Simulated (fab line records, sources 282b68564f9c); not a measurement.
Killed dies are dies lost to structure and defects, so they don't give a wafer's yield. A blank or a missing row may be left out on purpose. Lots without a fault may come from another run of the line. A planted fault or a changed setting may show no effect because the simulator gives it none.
fab line records | flow rit_cmos
record lots=5 wafers=13 last_day=7
route steps=202 shown PSD@150 SDANNEAL@153 NSD@158 PLDD@159 NLDD@160 SILICIDE@161 M1@202
lots that met no fault: from a run of the same line without faults
start_h: hours from the record's first day to the start of the lot's first wafer shown | wait_h: hours since the lot's step before | " the same as in the row above | L1.1+2: a row that stands for several wafers | - no value, or no start given | * or withheld: withheld | < > ~ a bound
route shown NAME@n: a module of which the file shows steps, and the number in the route of the first | usual: mean/standard deviation of fault-free wafers | same: alike in all rows | chamber/n: place in a boat | sites: the reading at each site | _std_site: their standard deviation | _edge_site: outer sites' mean less inner sites' | radius_mm: how far each site lies from the wafer's centre | mask NAME#n: copy n | behind: the tool/chamber that last shaped the wafer | hold: why the lot was held/for how many hours/how that ended | device: the transistor (n, p or np) that didn't switch | end of line: the same wafers' tests at the end of the route | a step without rows: its recipe alone | killed: dies lost to structure and defects at the first sort, not the wafer's yield | map: a wafer's dies, x killed, . not, _ none there
set.NAME: the setting as run; set.NAME@STEP: as run at that earlier step | model.NAME: the simulator's own value behind a step, which no gauge read
lots at some steps of the route; a table a step, a row a wafer
services: from which hour (start_h, from the record's first day; less than 0 if before it) a tool's chamber was out of use, for how many hours, and why
## steps
# step RIT_PSD_IMPLANT_08
# recipe species=BF2 energy_kev=27 dose_cm2=5e+15 tilt_deg=7
# step RIT_PSD_STRIP_09
# recipe chemistry=O2 time_s=180 resist=NOVOLAK platen_temp_c=withheld power_w=500 pressure_mtorr=4000 o2_flow_sccm=4000
# usual drypump_motor_current_A=5.6/0.34
# columns lot.wafer tool chamber start_h wait_h drypump_motor_current_A rf_hours_counter_h
L237.1 plasma_asher-02 0 82.39 0.1 5.7 44
L237.2 " 1 " " 5.9 44
L237.3 " 0 " " 5.7 -
L239.2 plasma_asher-04 1 84.22 0.1 5.5 29
L239.3 " 1 " " 5.6 -
L239.5 " 1 " " 5.5 -
L248.2 plasma_asher-02 0 128.18 0.1 5.7 50
L253.4 plasma_asher-02 1 154.24 0.1 5.9 -
L253.5 " 1 " " 5.9 -
L253.6 " 0 " " 5.7 -
L256.2 plasma_asher-01 1 167.04 0.1 5.7 5
L256.4 " 0 " " 6.1 -
L256.5 " 0 " " 6.1 -
# step RIT_PSD_TW_MEAS_10
# usual PSD_TW=3406/29
# columns lot.wafer tool chamber start_h wait_h PSD_TW
L237.1 film_metro-02 - 82.56 0.1 3422
L237.2 " - " " 3436
L237.3 " - " " 3430
L239.2 film_metro-02 - 84.40 0.1 3435
L239.3 " - " " 3428
L239.5 " - " " 3406
L248.2 film_metro-02 - 128.36 0.1 3417
L253.4 film_metro-04 - 154.38 0.1 3419
L253.5 " - " " 3419
L253.6 " - " " 3403
L256.2 film_metro-04 - 167.23 0.1 3420
L256.4 " - " " 3437
L256.5 " - " " 3432
# step RIT_SDANNEAL_CLEAN_00
# recipe chemistry=SC1 mix=3:3:50 time_s=600 temp_c=73.85
# step RIT_SDANNEAL_CLEAN_01
# recipe chemistry=dHF dilution=50:1 time_s=30
# step RIT_SDANNEAL_CLEAN_02
# recipe chemistry=SC2 mix=3:3:50 time_s=600 temp_c=75 dry=n2_spin
# step RIT_SDANNEAL_RTA_03
# recipe temp_c=1050 time_s=5 idle_temp_c=600 ramp_up_c_per_s=342 ramp_down_c_per_s=171 cool_to_c=600 ambient=N2
# usual wafer_temp_C_max=1053.5/1.1
# columns lot.wafer tool chamber start_h wait_h wafer_temp_C_max
L237.1 rtp_anneal-02 0 83.04 0.0 1052.5
L237.2 " 0 " " 1054.3
L237.3 " 0 " " 1053.1
L239.2 rtp_anneal-01 0 84.83 0.0 1053.0
L239.3 " 0 " " 1052.6
L239.5 " 0 " " 1052.5
L248.2 rtp_anneal-02 0 128.82 0.0 1054.9
L253.4 rtp_anneal-02 0 154.84 0.0 1053.9
L253.5 " 0 " " 1052.9
L253.6 " 0 " " 1053.2
L256.2 rtp_anneal-02 0 167.67 0.0 1052.7
L256.4 " 0 " " 1055.9
L256.5 " 0 " " 1053.0
# step RIT_SDANNEAL_RS_MEAS_04
# recipe thk_meas_gauge=four-point-probe
# usual PSD_RS=115.9/0.33
# columns lot.wafer tool chamber start_h wait_h PSD_RS[ohm/sq]
L237.1 film_metro-04 - 83.10 0.0 115.9
L237.2 " - " " 115.9
L237.3 " - " " 116.2
L239.2 film_metro-03 - 84.90 0.1 115.7
L239.3 " - " " 115.8
L239.5 " - " " 115.7
L248.2 film_metro-04 - 128.89 0.1 115.9
L253.4 film_metro-03 - 154.93 0.1 116.0
L253.5 " - " " 116.3
L253.6 " - " " 116.1
L256.2 film_metro-04 - 167.74 0.1 115.2
L256.4 " - " " 115.2
L256.5 " - " " 115.9
# step RIT_SDANNEAL_RS_MEAS_05
# recipe thk_meas_gauge=four-point-probe
# usual NSD_RS=84.7/0.31
# columns lot.wafer tool chamber start_h wait_h NSD_RS[ohm/sq]
L237.1 film_metro-04 - 83.22 0.1 84.5
L237.2 " - " " 84.6
L237.3 " - " " 84.2
L239.2 film_metro-03 - 85.02 0.1 84.8
L239.3 " - " " 84.5
L239.5 " - " " 84.5
L248.2 film_metro-04 - 129.01 0.1 84.7
L253.4 film_metro-03 - 155.05 0.1 84.9
L253.5 " - " " 84.7
L253.6 " - " " 84.7
L256.2 film_metro-04 - 167.86 0.1 84.4
L256.4 " - " " 84.6
L256.5 " - " " 84.3
# step RIT_SDANNEAL_RS_MEAS_06
# recipe thk_meas_gauge=four-point-probe
# usual PLDD_RS=178.7/0.54
# columns lot.wafer tool chamber start_h wait_h PLDD_RS[ohm/sq]
L237.1 film_metro-04 - 83.34 0.1 178.6
L237.2 " - " " 178.8
L237.3 " - " " 179.2
L239.2 film_metro-03 - 85.14 0.1 178.7
L239.3 " - " " 178.8
L239.5 " - " " 178.9
L248.2 film_metro-04 - 129.13 0.1 178.7
L253.4 film_metro-03 - 155.17 0.1 179.3
L253.5 " - " " 179.2
L253.6 " - " " 179.2
L256.2 film_metro-04 - 167.98 0.1 177.6
L256.4 " - " " 178.1
L256.5 " - " " 178.6
# step RIT_SDANNEAL_RS_MEAS_07
# recipe thk_meas_gauge=four-point-probe
# usual NLDD_RS=152.1/0.54
# columns lot.wafer tool chamber start_h wait_h NLDD_RS[ohm/sq]
L237.1 film_metro-04 - 83.46 0.1 152.4
L237.2 " - " " 152.0
L237.3 " - " " 152.5
L239.2 film_metro-03 - 85.26 0.1 152.4
L239.3 " - " " 152.5
L239.5 " - " " 151.9
L248.2 film_metro-04 - 129.25 0.1 152.7
L253.4 film_metro-03 - 155.29 0.1 152.1
L253.5 " - " " 151.8
L253.6 " - " " 152.1
L256.2 film_metro-04 - 168.10 0.1 151.8
L256.4 " - " " 151.6
L256.5 " - " " 152.3
# step RIT_SILICIDE_WET_ETCH_00
# recipe chemistry=BOE target=SiO2 target_depth_nm=14 time_s=15 dry=n2_spin dilution=10:1 temp_c=21.5
# step RIT_SILICIDE_SPUTTER_01
# recipe material=Ti target_thk_nm=30 power_w=350 chamber_pressure_pa=0.667 gas=Ar time_s=240 substrate_temp_c=25
# usual throttle_valve_pct=29.8/1.1
# columns lot.wafer tool chamber start_h wait_h throttle_valve_pct model.Ti_of_SILICIDE_SPUTTER_01.thk_nm
L237.1 pvd_sputter-04 - 83.59 0.0 30.2 29.95
L237.2 " - " " 28.8 29.86
L237.3 " - " " 30.4 29.95
L239.2 pvd_sputter-01 - 85.37 0.0 32.3 30.07
L239.3 " - " " 29.4 29.61
L239.5 " - " " 29.5 29.71
L248.2 pvd_sputter-01 - 129.36 0.0 32.3 19.79
L253.4 pvd_sputter-04 - 155.37 0.0 28.9 29.97
L253.5 " - " " 28.8 29.81
L253.6 " - " " 28.9 30.38
L256.2 pvd_sputter-04 - 168.22 0.0 28.8 30.12
L256.4 " - " " 29.0 30.49
L256.5 " - " " 28.9 30.14
# step RIT_SILICIDE_RS_MEAS_02
# recipe thk_meas_gauge=four-point-probe reads=Ti_of_SILICIDE_SPUTTER_01
# usual SILICIDE_TI_RS=47.6/0.66
# columns lot.wafer tool chamber start_h wait_h hold SILICIDE_TI_RS[ohm/sq]
L237.1 film_metro-01 - 83.74 0.1 - 48.0
L237.2 " - " " - 48.1
L237.3 " - " " - 48.1
L239.2 film_metro-01 - 85.54 0.1 - 47.8
L239.3 " - " " - 48.7
L239.5 " - " " - 48.4
L248.2 film_metro-02 - 129.53 0.1 await_dispo/0.2h/release 81.1
L248.2 film_metro-02 - 129.82 0.3 - 82.1
L253.4 film_metro-02 - 155.58 0.1 - 47.9
L253.5 " - " " - 48.2
L253.6 " - " " - 47.1
L256.2 film_metro-03 - 168.39 0.1 - 47.7
L256.4 " - " " - 46.9
L256.5 " - " " - 47.7
# step RIT_SILICIDE_THK_MEAS_03
# recipe thk_meas_gauge=xrf reads=Ti_of_SILICIDE_SPUTTER_01
# usual SILICIDE_TI_THK=30.2/0.35
# columns lot.wafer tool chamber start_h wait_h hold SILICIDE_TI_THK[nm]
L237.1 film_metro-01 - 83.86 0.1 - 30.0
L237.2 " - " " - 30.0
L237.3 " - " " - 30.1
L239.2 film_metro-01 - 85.65 0.1 - 30.2
L239.3 " - " " - 29.7
L239.5 " - " " - 30.0
L248.2 film_metro-03 - 130.68 0.8 await_dispo/0.2h/release 19.8
L248.2 film_metro-03 - 130.96 0.3 - 19.8
L253.4 film_metro-02 - 155.67 0.1 - 30.0
L253.5 " - " " - 29.8
L253.6 " - " " - 30.4
L256.2 film_metro-03 - 168.50 0.1 - 30.3
L256.4 " - " " - 30.6
L256.5 " - " " - 30.3
# step RIT_SILICIDE_RTA_04
# recipe temp_c=650 time_s=10 idle_temp_c=25 ramp_up_s=5 ramp_down_s=5 cool_to_c=25 ambient=N2
# usual wafer_temp_C_max=653.1/1.5
# columns lot.wafer tool chamber start_h wait_h hold wafer_temp_C_max
L237.1 rtp_anneal-01 0 83.92 0.1 - 654.5
L237.2 " 0 " " - 656.5
L237.3 " 0 " " - 656.5
L239.2 rtp_anneal-02 0 85.71 0.1 - 653.2
L239.3 " 0 " " - 652.2
L239.5 " 0 " " - 652.4
L248.2 rtp_anneal-02 0 132.79 1.8 await_dispo/1.8h/release 651.6
L253.4 rtp_anneal-02 0 155.73 0.1 - 652.0
L253.5 " 0 " " - 652.7
L253.6 " 0 " " - 651.9
L256.2 rtp_anneal-02 0 168.56 0.1 - 652.3
L256.4 " 0 " " - 651.9
L256.5 " 0 " " - 652.8
# step RIT_M1_PROBE_99
# usual defect_limited_yield=97.1/1.2 killed_at_front_end=8/3.1 killed_dies=8/3.2 killed_open=3.9/2.2 killed_short=3.8/2.1 sort_bin_3_pad_short=0.1/0.23 sort_bin_5_function=1.7/0.86 sort_bin_6_memory=1.1/0.7 sort_n_pass=256/3.2 sort_yield_pct=97.1/1.2
# same gross_dies=264 killed_at_M0_to_M3=0 killed_at_M4_up=0 killed_at_back_side=0 killed_at_contacts=0 killed_at_other=0
# columns lot.wafer tool chamber start_h wait_h defect_limited_yield[%] killed_at_front_end killed_dies killed_open killed_short sort_bin_3_pad_short[%] sort_bin_5_function[%] sort_bin_6_memory[%] sort_n_pass sort_yield_pct[%]
L237.1 prober-01 - 90.53 0.1 95.8 11 11 6 5 0.8 1.5 1.9 253 95.8
L237.2 prober-01 - 90.58 0.1 96.2 10 10 3 7 0.4 1.5 1.9 254 96.2
L237.3 prober-01 - 90.63 0.2 97.3 7 7 1 6 0 2.3 0.4 257 97.3
L239.2 prober-02 - 92.34 0.1 93.6 17 17 12 5 0 3.8 2.7 247 93.6
L239.3 prober-02 - 92.39 0.2 95.5 12 12 5 7 0 1.5 3.0 252 95.5
L239.5 prober-02 - 92.49 0.2 98.1 5 5 4 1 0.4 1.5 0 259 98.1
L253.4 prober-02 - 162.47 0.2 99.2 2 2 1 1 0 0.8 0 262 99.2
L253.5 prober-02 - 162.52 0.2 98.5 4 4 0 4 0.4 0.4 0.8 260 98.5
L253.6 prober-02 - 162.57 0.2 98.1 5 5 3 2 0 0.8 1.1 259 98.1
L256.2 prober-01 - 175.42 0.1 99.6 1 1 0 1 0.4 0 0 263 99.6
L256.4 prober-01 - 175.52 0.2 97.7 6 6 6 0 0 1.1 1.1 258 97.7
L256.5 prober-01 - 175.57 0.2 99.2 2 2 1 1 0 0.8 0 262 99.2
# killed by level:class
L237.1 GATE:geometric_particle:short=3 GATE:geometric_particle:open=2 SPACER:geometric_particle:open=2 FOX2:geometric_particle:short=1 FOX2:geometric_particle:open=1 SPACER:geometric_particle:short=1 SILICIDE:geometric_particle:open=1
L237.2 GATE:geometric_particle:short=4 SPACER:geometric_particle:open=2 FOX1:geometric_particle:short=1 FOX1:geometric_particle:open=1 FOX2:geometric_particle:short=1 SPACER:geometric_particle:short=1
L237.3 FOX1:geometric_particle:short=2 SPACER:geometric_particle:short=2 FOX2:geometric_particle:short=1 GATE:geometric_particle:short=1 SPACER:geometric_particle:open=1
L239.2 SPACER:geometric_particle:open=4 SILICIDE:geometric_particle:open=4 GATE:geometric_particle:short=3 GATE:geometric_particle:open=2 REOX:geometric_particle:open=2 FOX2:geometric_particle:short=1 SPACER:geometric_particle:short=1
L239.3 GATE:geometric_particle:short=4 SILICIDE:geometric_particle:open=2 FOX1:geometric_particle:short=1 FOX2:geometric_particle:open=1 SILICIDE:geometric_particle:short=1 GATE:geometric_particle:open=1 REOX:geometric_particle:short=1 SPACER:geometric_particle:open=1
L239.5 GATE:geometric_particle:open=3 GATE:geometric_particle:short=1 SPACER:geometric_particle:open=1
L253.4 SPACER:geometric_particle:open=1 SILICIDE:geometric_particle:short=1
L253.5 FOX1:geometric_particle:short=2 GATE:geometric_particle:short=1 REOX:geometric_particle:short=1
L253.6 GATE:geometric_particle:open=2 FOX1:geometric_particle:open=1 GATE:geometric_particle:short=1 REOX:geometric_particle:short=1
L256.2 FOX1:geometric_particle:short=1
L256.4 GATE:geometric_particle:open=2 FOX1:geometric_particle:open=1 FOX2:geometric_particle:open=1 REOX:geometric_particle:open=1 SPACER:geometric_particle:open=1
L256.5 GATE:geometric_particle:open=1 REOX:geometric_particle:short=1
## services
# columns tool chamber start_h hours kind
plasma_asher-02 - 72.75 2.8 pm
plasma_asher-01 - 108.90 9.0 pm
plasma_asher-01 0 108.90 9.0 vent_cycle
plasma_asher-01 1 108.90 9.0 vent_cycle
plasma_asher-01 0 117.90 - clean
plasma_asher-01 1 117.90 - clean
pvd_sputter-04 - 159.96 7.0 repair
## key
first_sign step=RIT_SILICIDE_RS_MEAS_02 reading=visit direction=added
effect step=RIT_SILICIDE_RS_MEAS_02 reading=SILICIDE_TI_RS direction=up sigmas=51 usual=47.6 struck=81.1
effect step=RIT_SILICIDE_THK_MEAS_03 reading=visit direction=added
effect step=RIT_SILICIDE_THK_MEAS_03 reading=SILICIDE_TI_THK direction=down sigmas=29 usual=30.2 struck=19.8
model_effect step=RIT_SILICIDE_SPUTTER_01 value=Ti_of_SILICIDE_SPUTTER_01.thk_nm without=30.85 struck=19.79
met_at RIT_SILICIDE_SPUTTER_01
struck_wafers L248.2
rows_end L248.2
onset_between 85.37 129.36
fault kind=process_parameter_drift tool=pvd_sputter-01 chamber=- onset_h=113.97 steps=RIT_SILICIDE_SPUTTER_01 channel=target_thk_nm offset=-11.062 shape=step end_h=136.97 stated=30 scope=struck_wafers_only
# rows_end: these wafers met a further fault down the route, and their rows from its step on are left out
